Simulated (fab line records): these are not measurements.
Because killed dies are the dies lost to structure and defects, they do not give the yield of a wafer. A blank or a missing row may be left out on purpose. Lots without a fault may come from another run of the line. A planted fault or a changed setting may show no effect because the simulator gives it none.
Which tool did it? -- flow berkeleyCmos170 -- 7 lots with 21 wafers sampled at 2 steps, on a route of 331 steps

## WHAT THE GAUGES SHOWED, per wafer
UCB170_NVT_TW_MEAS_09.
lot,measured,on,NVT_TW
L206,day 5 11:46,filmMetro-03,528 525 526
L210,day 6 07:16,filmMetro-01,528 529 529
L209,day 6 07:40,filmMetro-03,525 525 526
L215,day 7 08:35,filmMetro-03,528 530 527
L216,day 7 14:49,filmMetro-04,466 466 466
L220,day 8 18:40,filmMetro-01,529 530 528
L221,day 9 00:19,filmMetro-01,472 471 472

## WHAT TOOL EACH LOT RAN ON (gives the tool, then ch and the chambers of the sampled wafers, and finally the start)
lot,UCB170_NVT_IMPLANT_07
L206,"implanter-03 ch 0, day 5 11:31"
L210,"implanter-02 ch 0, day 6 07:01"
L209,"implanter-01 ch 0, day 6 07:26"
L215,"implanter-03 ch 0, day 7 08:16"
L216,"implanter-03 ch 0, day 7 14:35"
L220,"implanter-02 ch 0, day 8 18:28"
L221,"implanter-03 ch 0, day 9 00:02"
- UCB170_NVT_IMPLANT_07

## THE ANSWER, worked out from the rows above alone
Rule: usual is defined by the lots themselves. Put in order of their means at a reading, lots are off if they are a third of the lots or fewer, leave a main group of 4 or more, and stand apart from it by a gap of 3 or more times the standard deviation of the main group's means; of several such gaps the widest counts. A main group whose means are all the same, to the digits that the tables above print for the reading, isn't used. A lot without any number at a reading at which 4 lots or more have one is off too. Any other lot the step has rows for is counted as sound.
Off: L216, L221, seen at UCB170_NVT_TW_MEAS_09 (NVT_TW). The main group: mean 528, standard deviation 1.4.
If a tool, at a process step before that reading, ran all the lots that are off and no sound lot after the first of them, it fits. Gauges at UCB170_NVT_TW_MEAS_09: tried the same way as those tools. One candidate fits, namely implanter-03 at UCB170_NVT_IMPLANT_07. Its last sound lot is L215 (day 7 08:16), its first lot that is off L216 (day 7 14:35): a fault that began between those two fits.

## WHAT THE SIMULATOR PUT IN
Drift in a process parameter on implanter-03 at UCB170_NVT_IMPLANT_07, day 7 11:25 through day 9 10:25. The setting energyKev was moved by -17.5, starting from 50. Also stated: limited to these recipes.
Struck lots among those shown: L216, L221. Same finding as the rule above.
